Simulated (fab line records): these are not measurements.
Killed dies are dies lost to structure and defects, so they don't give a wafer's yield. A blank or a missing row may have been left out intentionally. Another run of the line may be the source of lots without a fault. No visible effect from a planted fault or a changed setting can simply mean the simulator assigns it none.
Which of the tools did it? :: flow ritCmos :: 7 lots, 21 wafers sampled, at 2 steps of a route of 202

WHAT THE GAUGES SHOWED, per wafer
RIT_NLDD_TW_MEAS_10.
lot: L752
measured: day 3 04:28
on: filmMetro-03
NLDD_TW: 2472 2474 2475

lot: L759
measured: day 4 16:02
on: filmMetro-02
NLDD_TW: 1561 1555 1559

lot: L765
measured: day 5 18:55
on: filmMetro-02
NLDD_TW: 2510 2495 2506

lot: L767
measured: day 6 04:11
on: filmMetro-02
NLDD_TW: 2518 2505 2505

lot: L769
measured: day 6 13:55
on: filmMetro-02
NLDD_TW: 2528 2506 2519

lot: L771
measured: day 6 23:35
on: filmMetro-01
NLDD_TW: 2528 2527 2517

lot: L774
measured: day 7 17:43
on: filmMetro-01
NLDD_TW: 2532 2541 2532

WHICH TOOL RAN EACH LOT (tool, then ch and the chambers of the sampled wafers, then the start)
lot: L752
RIT_NLDD_IMPLANT_08: implanter-02 ch 0, day 3 04:08

lot: L759
RIT_NLDD_IMPLANT_08: implanter-04 ch 0, day 4 15:42

lot: L765
RIT_NLDD_IMPLANT_08: implanter-02 ch 0, day 5 18:36

lot: L767
RIT_NLDD_IMPLANT_08: implanter-02 ch 0, day 6 03:52

lot: L769
RIT_NLDD_IMPLANT_08: implanter-02 ch 0, day 6 13:37

lot: L771
RIT_NLDD_IMPLANT_08: implanter-02 ch 0, day 6 23:15

lot: L774
RIT_NLDD_IMPLANT_08: implanter-01 ch 0, day 7 17:24
- RIT_NLDD_IMPLANT_08

THE ANSWER, worked out from the rows above alone
Rule: what is usual is taken from the lots themselves. The widest of any qualifying gaps counts: lots, ordered by their means at a reading, are off when they make up no more than a third of the lots, leave a main group of 4 or more, and stand apart from it by 3 or more times the standard deviation of that group's means. A main group whose means are all the same, to the digits that the tables above print for the reading, isn't used. A lot without any number at a reading at which 4 lots or more have one is off too. The other lots that the step has rows for count as sound.
Off: L759, seen at RIT_NLDD_TW_MEAS_10 (NLDD_TW). For the main group the mean is 2511 and the standard deviation 19.
If a tool, at a process step before that reading, ran all the lots that are off and no sound lot after the first of them, it fits. The gauges at RIT_NLDD_TW_MEAS_10 are tried like those tools. One candidate fits, namely implanter-04 at RIT_NLDD_IMPLANT_08. It ran no sound lot before its first lot that is off in this sample, so the start can't be narrowed down.

WHAT WAS PUT IN BY THE SIMULATOR
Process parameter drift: implanter-04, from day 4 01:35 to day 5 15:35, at RIT_NLDD_IMPLANT_08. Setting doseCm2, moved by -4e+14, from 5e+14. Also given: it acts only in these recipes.
Shown lots that were struck: L759. Same finding as the rule above.
